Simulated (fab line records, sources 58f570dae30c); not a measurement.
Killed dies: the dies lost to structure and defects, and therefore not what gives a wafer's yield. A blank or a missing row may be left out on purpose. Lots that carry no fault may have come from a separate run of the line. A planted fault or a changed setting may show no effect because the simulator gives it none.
Split-lot trial | flow berkeley cmos170 | 5 lots, 23 wafers read, on a route of 331 steps

== ON THE SPLIT ==
At UCB170_M2_SPUTTER_01 (material Al, target thk 900 nm, time 120 s), the setting power w was moved away from the recipe's 6000 W on 8 of the 23 wafers read, by -3.1% to +9.3%. For the rest of the wafers, this setting stayed at what the recipe calls for.

== FROM THE SPLIT TO THE READING: what the file shows between them, 4 steps ==
- UCB170_M2_RS_MEAS_02: measures by four-point-probe
- UCB170_M2_THK_MEAS_03: measures by xrf
- UCB170_M2_DEVELOP_14: develop time 45 s (also split here: develop time s)
- UCB170_M2_ETCH_17: etches BARC in N2/H2

== THE READING ==
oes product au, in a.u., at UCB170_M2_METAL_ETCH_18 (etches Al in Cl2/BCl3, stops on SiO2, target depth 1170 nm, time 195 s). Typical for fault-free wafers on this fab line: 0.844 a.u., with standard deviation 0.01 a.u.

wafer  | tool, chamber at the split | power w as run, W | against the recipe | oes product au, a.u. | against lot-mates on the recipe
L080.1 | pvd sputter-01, -          | 6000              | recipe             | 0.834                | -
L080.2 | pvd sputter-01, -          | 6000              | recipe             | 0.855                | -
L080.5 | pvd sputter-01, -          | 6000              | recipe             | 0.836                | -
L081.1 | pvd sputter-03, -          | 6557              | +9.3%              | 0.886                | +0.048
L081.2 | pvd sputter-03, -          | 6557              | +9.3%              | 0.882                | +0.044
L081.4 | pvd sputter-03, -          | 6000              | recipe             | 0.843                | -
L081.5 | pvd sputter-03, -          | 6557              | +9.3%              | 0.876                | +0.038
L081.6 | pvd sputter-03, -          | 6000              | recipe             | 0.833                | -
L082.1 | pvd sputter-02, -          | 6000              | recipe             | 0.842                | -
L082.2 | pvd sputter-02, -          | 6472              | +7.9%              | 0.890                | +0.047
L082.3 | pvd sputter-02, -          | 6472              | +7.9%              | 0.882                | +0.039
L082.4 | pvd sputter-02, -          | 6472              | +7.9%              | 0.878                | +0.035
L082.5 | pvd sputter-02, -          | 6000              | recipe             | 0.844                | -
L079.1 | pvd sputter-01, -          | 6000              | recipe             | 0.837                | -
L079.2 | pvd sputter-01, -          | 5815              | -3.1%              | 0.846                | -0.002
L079.4 | pvd sputter-01, -          | 6000              | recipe             | 0.863                | -
L079.5 | pvd sputter-01, -          | 6000              | recipe             | 0.843                | -
L079.6 | pvd sputter-01, -          | 5815              | -3.1%              | 0.847                | -0.001
L084.1 | pvd sputter-02, -          | 6000              | recipe             | 0.846                | -
L084.2 | pvd sputter-02, -          | 6000              | recipe             | 0.860                | -
L084.3 | pvd sputter-02, -          | 6000              | recipe             | 0.857                | -
L084.5 | pvd sputter-02, -          | 6000              | recipe             | 0.842                | -
L084.6 | pvd sputter-02, -          | 6000              | recipe             | 0.851                | -

THE FIT
A straight line over all 23 wafers: oes product au changes by +0.00385 a.u. for each +1% of power w; r = +0.87; the points scatter about the line by 0.0092 a.u.
The same after taking each lot's own level away (the mean of its wafers on the recipe; 23 wafers): +0.00448 a.u. for each +1%; r = +0.92; scatter 0.008 a.u.
Per that fit: largest power w move, reading shift of 0.042 a.u.
Across the lots, their own levels run from 0.8380 to 0.8512 a.u., a range of 1.3 times the standard deviation given above.
In other words, the slope is changed by the lot-to-lot level; the two fits disagree.
Check: +0.0426 a.u. against its lot-mates is what the line predicts for one of the wafers moved furthest among these (+9.3%) when that wafer is left out of the fit. It came out at +0.048 a.u. against them.

== ADDITIONAL SPLITS CARRIED BY THESE WAFERS ==
These wafers also went through other splits before the reading. Each is held against what the fit with the lots' levels taken away leaves over:
other split on the same wafers      | wafers away from the commonest value | r with oes product au (lot level and that fit taken away)
UCB170_CONTACT_PEB_13 peb temp c    | 10                                   | +0.03
UCB170_V1_CMP_02 leave above ref nm | 7                                    | +0.10
UCB170_V1_ETCH_14 time s            | 9                                    | +0.15
UCB170_M2_DEVELOP_14 develop time s | 10                                   | +0.12

== THE WHOLE CHAIN: every reading that the file lists as answering this split, in the file's order ==
step                    | what it does                                                              | reading                                                                     | change (the file's fit)                  | r (the file's)
UCB170_M2_SPUTTER_01    | material Al, target thk 900 nm, time 120 s                                | Al_of_M2_SPUTTER_01.thk nm (the simulator's own value, which no gauge read) | +9.56 nm for each +1% of the setting     | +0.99
UCB170_M2_RS_MEAS_02    | measures by four-point-probe                                              | M2_AL_RS                                                                    | -0.000328 for each +1% of the setting    | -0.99
UCB170_M2_THK_MEAS_03   | measures by xrf                                                           | M2_AL_THK                                                                   | +9.13 for each +1% of the setting        | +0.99
UCB170_M2_METAL_ETCH_18 | etches Al in Cl2/BCl3, stops on SiO2, target depth 1170 nm, time 195 s    | oes product au                                                              | +0.0046 a.u. for each +1% of the setting | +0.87
UCB170_V2_ETCH_14       | etches SiO2 in CHF3/CF4/Ar, stops on Al, target depth 1250 nm, time 291 s | Al_of_M2_SPUTTER_01.thk nm (the simulator's own value, which no gauge read) | +9.54 nm for each +1% of the setting     | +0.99

== FILE'S OWN FIT ==
oes product au changes by +0.0046 a.u. for each +1% of power w, r = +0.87.
